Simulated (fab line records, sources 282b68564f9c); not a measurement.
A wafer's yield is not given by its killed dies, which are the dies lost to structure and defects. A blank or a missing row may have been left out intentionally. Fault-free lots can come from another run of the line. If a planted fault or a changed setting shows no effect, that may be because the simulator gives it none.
Which of the tools did it? | flow rit-cmos | 42 wafers from 14 lots sampled at 3 of the route's 202 steps

== WHAT THE GAUGES SHOWED, per wafer ==
RIT_GATE_CD_MEAS_16 targets a cd of 150 nm. Usual: cd-nm at 151 nm, with a standard deviation of 3.1.
lot  | measured    | on        | cd-nm (nm)  | flag
L933 | day 3 00:06 | cd-sem-02 | 145 146 148 |
L935 | day 3 12:47 | cd-sem-01 | 149 151 150 |
L937 | day 3 15:18 | cd-sem-02 | 152 154 152 |
L939 | day 4 02:26 | cd-sem-02 | 154 155 153 |
L940 | day 4 07:08 | cd-sem-01 | 148 147 147 |
L941 | day 4 15:58 | cd-sem-01 | 149 152 149 |
L944 | day 5 03:47 | cd-sem-02 | 150 151 148 |
L947 | day 5 16:19 | cd-sem-01 | 147 149 148 |
L948 | day 5 23:31 | cd-sem-02 | 156 159 158 |
L949 | day 6 07:26 | cd-sem-02 | 151 150 153 |
L950 | day 6 08:46 | cd-sem-02 | 153 152 152 |
L952 | day 6 20:19 | cd-sem-01 | 147 148 149 |
L955 | day 7 08:53 | cd-sem-02 | 147 149 148 |
L956 | day 7 17:20 | cd-sem-01 | 149 145 147 |

RIT_GATE_CD_MEAS_90 targets a cd of 150 nm. Usual: cd-nm at 151 nm, with a standard deviation of 3.1.
lot  | measured    | on        | cd-nm (nm)  | flag
L933 | day 3 00:58 | cd-sem-02 | 145 146 148 |
L935 | day 3 13:23 | cd-sem-02 | 149 151 150 |
L937 | day 3 15:53 | cd-sem-02 | 152 154 152 |
L939 | day 4 03:02 | cd-sem-01 | 154 155 153 |
L940 | day 4 07:43 | cd-sem-02 | 148 147 147 |
L941 | day 4 16:34 | cd-sem-01 | 149 152 148 |
L944 | day 5 04:22 | cd-sem-01 | 150 150 148 |
L947 | day 5 16:56 | cd-sem-02 | 147 149 148 |
L948 | day 6 00:07 | cd-sem-01 | 156 159 157 |
L949 | day 6 08:01 | cd-sem-01 | 151 150 153 |
L950 | day 6 09:22 | cd-sem-01 | 153 153 152 |
L952 | day 6 20:55 | cd-sem-01 | 147 148 149 |
L955 | day 7 09:28 | cd-sem-01 | 147 149 149 |
L956 | day 7 17:59 | cd-sem-02 | 149 145 146 |

RIT_PSD_OVL_MEAS_06. Usual: PSD_OVL typically reads 0.1 nm, with standard deviation 1.3.
lot  | measured    | on         | PSD_OVL (nm)   | flag
L933 | day 3 13:04 | overlay-01 | 1.2 -0.1 -0.6  |
L935 | day 4 00:35 | overlay-01 | 0.7 0.2 1.4    |
L937 | day 4 04:32 | overlay-02 | 0.0 0.7 -0.3   |
L939 | day 4 15:17 | overlay-02 | -1.0 -1.1 -2.9 |
L940 | day 4 20:56 | overlay-02 | -0.6 0.9 2.0   |
L941 | day 5 03:32 | overlay-02 | -0.6 -1.0 2.1  |
L944 | day 5 16:51 | overlay-02 | -2.0 0.6 0.4   |
L947 | day 6 07:25 | overlay-01 | -0.1 -0.3 1.5  |
L948 | day 6 12:39 | overlay-02 | -0.4 -0.1 -1.1 |
L949 | day 6 20:32 | overlay-02 | -0.7 -1.0 -0.8 |
L950 | day 6 23:50 | overlay-02 | 0.3 -2.0 0.3   |
L952 | day 7 08:43 | overlay-02 | 0.2 -0.7 -2.1  |
L955 | day 7 22:27 | overlay-02 | 2.4 1.0 -0.2   |
L956 | day 8 04:56 | overlay-01 | 0.8 1.3 1.0    |

== WHICH TOOL RAN EACH LOT (tool, then ch and the chambers of the sampled wafers, then the start) ==
No process step before these readings appears in the record.

== AS READ BY THE TOOLS THEMSELVES (means over the sampled wafers that have a number; for cases with no such wafer, the mark the record gives instead) ==
The record holds no such reading with a usual standard deviation.

== THE ANSWER, worked out from the rows above alone ==
Rule: lot off if the mean of its wafers having a number is beyond 3 standard deviations from the usual mean. Also off: a lot with no number at a reading for which 4 or more lots have one. Where the step has rows for the other lots, those lots are counted as sound. Order of review: gauges by route order, followed by the tools' own readings, for which a lot's mean as printed above is used. The first step at which some lot is off is used, and at that step the reading that is off furthest; a lot without a number counts as furthest.
Across all readings shown, no lot is off: no conclusion can be drawn from this.

== WHAT THE SIMULATOR HAD PUT IN ==
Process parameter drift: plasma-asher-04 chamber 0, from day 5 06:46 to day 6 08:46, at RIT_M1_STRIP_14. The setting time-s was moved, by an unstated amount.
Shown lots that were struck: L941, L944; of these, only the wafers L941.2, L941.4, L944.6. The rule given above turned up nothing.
